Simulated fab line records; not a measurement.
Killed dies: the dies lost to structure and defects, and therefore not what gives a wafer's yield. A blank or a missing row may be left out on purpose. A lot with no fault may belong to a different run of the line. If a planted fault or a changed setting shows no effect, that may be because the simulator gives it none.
Comparing a struck lot with a sound one ; flow berkeley-cmos170 ; 16 steps out of a route of 331
Sound: the wafers L948.3, L948.4, L948.5. Struck: wafers L953.1, L953.3, L953.4. The cause comes at the end.
For every step that has rows: the tool of each side, followed by ch and its chambers, followed by its first start. Under that, the readings that differ: sound wafers ; struck wafers ; difference of the means ; sigmas: that difference in standard deviations of wafers without a fault.
alike: same words and numbers on both sides, and readings whose means sit less than 2 such deviations apart. not compared: any withheld reading, any reading some wafer has no value for, any bound like >300 that may hide the same value, and any number with overlapping values for which the record gives no deviation.
A row with sigmas, a row that says differs or no value, or rows on one side alone: a step with any of these is where the two part. Numbers that have no deviation but don't overlap get no sigmas and don't part them. Lack of a reading on every wafer of one side parts them only where that side has two or more wafers.

UCB170_ACTIVE_OVL_MEAS_14:
  struck on overlay-02, day 8 10:05; sound on overlay-01, day 7 03:53
reading;sound;struck;difference;sigmas
ACTIVE_OVL (nm);0 1 5;-17 -12 -1;-12;-2
UCB170_ACTIVE_ETCH_15: etches Si3N4 in CH3F/Ar/O2, stops on SiO2, target depth 242 nm, time 151 s.
  sound on rie-diel-01 ch 1,2, day 7 03:55; struck on rie-diel-01 ch 1,2,3, day 8 10:07
  alike: drypump-motor-current-A, oes-product-au, throttle-valve-pct
  not compared: rf-hours-counter-h
UCB170_ACTIVE_STRIP_16: strips in O2.
  sound on plasma-asher-03 ch 0,1, day 7 04:02; struck on plasma-asher-03 ch 0,1, day 8 10:13
  alike: drypump-motor-current-A, oes-product-au, strip-time-to-endpoint-s
  not compared: rf-hours-counter-h
UCB170_ACTIVE_CD_MEAS_90: target cd 1200 nm.
  struck on cd-sem-01, day 8 10:19; sound on cd-sem-01, day 7 04:09
  alike: cd-nm
then, 7 steps without rows for these wafers: UCB170_ACTIVE_CLEAN_17 (cleans in SPM, time 600 s); UCB170_PFIELD_HMDS_00 (prime time 60 s); UCB170_PFIELD_COAT_01 (resist thk 900 nm); UCB170_PFIELD_SOFTBAKE_02 (time 60 s); UCB170_PFIELD_EXPOSE_03 (exposes mask PFIELD, target cd 1500 nm); UCB170_PFIELD_PEB_04; UCB170_PFIELD_DEVELOP_05 (develop time 45 s).
UCB170_PFIELD_OVL_MEAS_06:
  struck on overlay-01, day 8 11:44; sound on overlay-02, day 7 06:19
  alike: PFIELD_OVL
UCB170_PFIELD_IMPLANT_07:
  sound on implanter-02 ch 0, day 7 06:23; struck on implanter-03 ch 0, day 8 11:47
reading;sound;struck;difference;sigmas
dose-ions-cm2;2.0046e+13 2.0076e+13 2.0047e+13;1.0688e+13 1.0673e+13 1.0694e+13;-9.3713e+12;-99 or more
faraday-current-uA;63.2 63.4 64.8;33.1 34.3 33.7;-30.1;-25
UCB170_PFIELD_STRIP_08: strips in O2.
  sound on plasma-asher-04 ch 0,1, day 7 06:31; struck on plasma-asher-03 ch 0,1, day 8 11:56
  alike: drypump-motor-current-A, oes-product-au, strip-time-to-endpoint-s
  not compared: rf-hours-counter-h
UCB170_PFIELD_TW_MEAS_09:
  struck on film-metro-01, day 8 12:15; sound on film-metro-04, day 7 06:36
reading;sound;struck;difference;sigmas
PFIELD_TW;603 600 604;494 494 493;-109;-36
  not compared: hold
after that, 1 step had no rows for these wafers: UCB170_M3_PROBE_99.

## WHERE THEY PART
Earliest at UCB170_ACTIVE_OVL_MEAS_14; latest, in this record, at UCB170_PFIELD_TW_MEAS_09.

WHY: the cause the simulator had injected
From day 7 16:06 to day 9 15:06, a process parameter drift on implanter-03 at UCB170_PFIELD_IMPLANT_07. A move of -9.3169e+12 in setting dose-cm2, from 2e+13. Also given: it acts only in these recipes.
